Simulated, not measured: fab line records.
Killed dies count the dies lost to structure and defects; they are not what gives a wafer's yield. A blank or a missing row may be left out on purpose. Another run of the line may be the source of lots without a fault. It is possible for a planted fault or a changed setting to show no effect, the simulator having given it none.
Which of the tools did it? | flow berkeleyCmos170 | 15 lots, 45 wafers sampled, at 5 steps of a route of 331

== WHAT EACH GAUGE READ, for each wafer ==
UCB170_ACTIVE_THK_MEAS_06.
lot  | measured    | on           | ACTIVE_NITRIDE_THK (nm)
L518 | day 4 18:53 | filmMetro-01 | 220.4 220.6 220.5
L517 | day 4 23:50 | filmMetro-01 | 220.5 221.0 220.7
L519 | day 5 09:33 | filmMetro-03 | 222.0 219.8 221.9
L521 | day 5 19:26 | filmMetro-02 | 220.1 220.5 219.4
L522 | day 5 19:25 | filmMetro-03 | 221.9 221.8 221.9
L523 | day 5 19:31 | filmMetro-03 | 220.7 220.5 222.1
L524 | day 6 05:45 | filmMetro-01 | 222.3 222.2 222.6
L525 | day 6 17:23 | filmMetro-03 | 221.7 221.7 220.3
L526 | day 6 17:25 | filmMetro-02 | 222.1 223.0 221.2
L528 | day 7 04:17 | filmMetro-03 | 219.1 220.5 219.4
L529 | day 7 11:50 | filmMetro-03 | 297.7 297.0 297.0
L530 | day 7 11:49 | filmMetro-02 | 297.9 295.2 295.9
L531 | day 7 22:11 | filmMetro-01 | 298.5 296.8 298.5
L532 | day 8 09:34 | filmMetro-01 | 223.0 223.4 223.6
L533 | day 9 01:47 | filmMetro-03 | 219.0 216.8 217.9

UCB170_PFIELD_TW_MEAS_09.
lot  | measured    | on           | PFIELD_TW
L518 | day 4 23:11 | filmMetro-04 | 610 604 608
L517 | day 5 02:43 | filmMetro-03 | 594 592 589
L519 | day 5 13:33 | filmMetro-02 | 595 596 591
L521 | day 5 22:53 | filmMetro-04 | 610 613 610
L522 | day 5 22:24 | filmMetro-02 | 593 597 596
L523 | day 5 23:11 | filmMetro-02 | 594 593 592
L524 | day 6 08:41 | filmMetro-04 | 608 611 613
L525 | day 6 21:16 | filmMetro-02 | 600 601 600
L526 | day 6 21:34 | filmMetro-02 | 598 601 600
L528 | day 7 09:26 | filmMetro-02 | 602 602 600
L532 | day 8 13:01 | filmMetro-03 | 589 592 589
L533 | day 9 06:25 | filmMetro-04 | 611 609 608

UCB170_NLDD_OVL_MEAS_07.
lot  | measured     | on         | NLDD_OVL (nm)
L518 | day 7 14:57  | overlay-01 | 0 8 -2
L517 | day 7 15:10  | overlay-02 | 16 5 11
L519 | day 7 19:59  | overlay-01 | 1 -4 -1
L521 | day 8 15:51  | overlay-01 | 0 11 -1
L522 | day 8 16:28  | overlay-01 | 3 4 -2
L523 | day 8 16:22  | overlay-02 | -5 0 -7
L524 | day 8 16:49  | overlay-01 | 4 -2 2
L525 | day 9 11:01  | overlay-01 | -7 1 -4
L526 | day 9 10:44  | overlay-02 | 5 10 -8
L528 | day 10 10:08 | overlay-01 | 4 2 11
L532 | day 10 22:25 | overlay-01 | -2 8 -1
L533 | day 11 22:21 | overlay-01 | -5 1 -8

== WHAT TOOL EACH LOT RAN ON (gives the tool, then ch and the chambers of the sampled wafers, and finally the start) ==
lot  | UCB170_ACTIVE_CVD_05       | UCB170_ACTIVE_ETCH_15
L518 | lpcvd-01 ch 1, day 4 16:58 | rieDiel-01 ch 1,3, day 4 20:45
L517 | lpcvd-02 ch 1, day 4 21:55 | rieDiel-04 ch 1,3, day 5 00:53
L519 | lpcvd-02 ch 1, day 5 07:37 | rieDiel-04 ch 1,2, day 5 11:07
L521 | lpcvd-02 ch 1, day 5 17:31 | rieDiel-03 ch 0,3, day 5 20:46
L522 | lpcvd-02 ch 0, day 5 17:31 | rieDiel-04 ch 1,2, day 5 20:38
L523 | lpcvd-02 ch 0, day 5 17:31 | rieDiel-01 ch 1,2,3, day 5 21:04
L524 | lpcvd-01 ch 0, day 6 02:52 | rieDiel-04 ch 0,1,2, day 6 06:56
L525 | lpcvd-01 ch 1, day 6 15:29 | rieDiel-04 ch 0,2,3, day 6 18:27
L526 | lpcvd-01 ch 1, day 6 15:29 | rieDiel-01 ch 1,2, day 6 18:41
L528 | lpcvd-01 ch 0, day 7 02:20 | rieDiel-04 ch 0,2, day 7 05:26
L529 | lpcvd-01 ch 0, day 7 09:53 | rieDiel-03 ch 1,2,3, day 7 12:59
L530 | lpcvd-01 ch 0, day 7 09:53 | rieDiel-04 ch 1,2, day 7 13:52
L531 | lpcvd-01 ch 0, day 7 20:16 | rieDiel-03 ch 0,2,3, day 7 23:17
L532 | lpcvd-02 ch 0, day 8 07:39 | rieDiel-01 ch 0,1,3, day 8 10:37
L533 | lpcvd-02 ch 1, day 8 23:53 | rieDiel-04 ch 0,1,2, day 9 03:11
- UCB170_ACTIVE_CVD_05: deposits Si3N4 from SiH2Cl2/NH3, target thk 220 nm, time 3300 s.
- UCB170_ACTIVE_ETCH_15: etches Si3N4 in CH3F/Ar/O2, stops on SiO2, target depth 242 nm, time 151 s.

== WHAT THE TOOLS THEMSELVES READ (means of the sampled wafers that have a number; where no wafer has one, the mark that the record gives instead) ==
UCB170_ACTIVE_CVD_05.
lot  | tool     | spikeTcLoadC (C)
L518 | lpcvd-01 | 831
L517 | lpcvd-02 | 820
L519 | lpcvd-02 | 820
L521 | lpcvd-02 | 821
L522 | lpcvd-02 | 824
L523 | lpcvd-02 | 824
L524 | lpcvd-01 | 820
L525 | lpcvd-01 | 830
L526 | lpcvd-01 | 830
L528 | lpcvd-01 | 820
L529 | lpcvd-01 | 820
L530 | lpcvd-01 | 819
L531 | lpcvd-01 | 821
L532 | lpcvd-02 | 825
L533 | lpcvd-02 | 821

UCB170_ACTIVE_ETCH_15.
lot  | tool       | drypumpMotorCurrentA (A) | oesProductAu (a.u.) | throttleValvePct (%)
L518 | rieDiel-01 | 6.1                      | 0.956               | 8.18
L517 | rieDiel-04 | 5.7                      | 0.938               | 8.22
L519 | rieDiel-04 | 6.1                      | 0.938               | 8.20
L521 | rieDiel-03 | 5.3                      | 0.940               | 8.07
L522 | rieDiel-04 | 6.1                      | 0.939               | 8.18
L523 | rieDiel-01 | 6.2                      | 0.956               | 8.07
L524 | rieDiel-04 | 5.8                      | 0.943               | 8.13
L525 | rieDiel-04 | 5.7                      | 0.934               | 8.13
L526 | rieDiel-01 | 6.4                      | 0.964               | 8.15
L528 | rieDiel-04 | 6.0                      | 0.935               | 8.08
L529 | rieDiel-03 | 5.9                      | 0.988               | 7.99
L530 | rieDiel-04 | 6.0                      | 0.995               | 8.20
L531 | rieDiel-03 | 5.6                      | 0.985               | 8.05
L532 | rieDiel-01 | 5.7                      | 0.946               | 8.13
L533 | rieDiel-04 | 5.8                      | 0.925               | 8.13

== THE ANSWER, worked out from the rows above alone ==
Rule: the usual values come from the lots themselves. Put in order of their means at a reading, lots are off if they are a third of the lots or fewer, leave a main group of 4 or more, and stand apart from it by a gap of 3 or more times the standard deviation of the main group's means; of several such gaps the widest counts. The tables above print the reading to a certain number of digits; a main group whose means all agree to those digits is not used. A lot without any number at a reading at which 4 lots or more have one is off too. All remaining lots with rows at the step are treated as sound. First the gauges in route order, then the tools' own readings, where a lot's mean is used as printed above. The first step at which some lot is off is used, and at that step the reading that is off furthest; a lot without a number counts as furthest.
Off: L529, L530, L531, at UCB170_ACTIVE_THK_MEAS_06 (ACTIVE_NITRIDE_THK). For the main group the mean is 221.0 nm and the standard deviation 1.4.
If a tool, at a process step before that reading, ran all the lots that are off and no sound lot after the first of them, it fits. The gauges at UCB170_ACTIVE_THK_MEAS_06 are tried like those tools. One fits: lpcvd-01 at UCB170_ACTIVE_CVD_05. Its last sound lot is L528 (day 7 02:20), its first lot that is off L529 (day 7 09:53): a fault that began between those two fits.

== WHAT THE SIMULATOR HAD INSERTED ==
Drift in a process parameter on lpcvd-01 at UCB170_ACTIVE_CVD_05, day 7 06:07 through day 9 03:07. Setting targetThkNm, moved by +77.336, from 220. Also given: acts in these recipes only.
Struck lots among those shown: L530, L529, L531. The rule above reached the same finding.
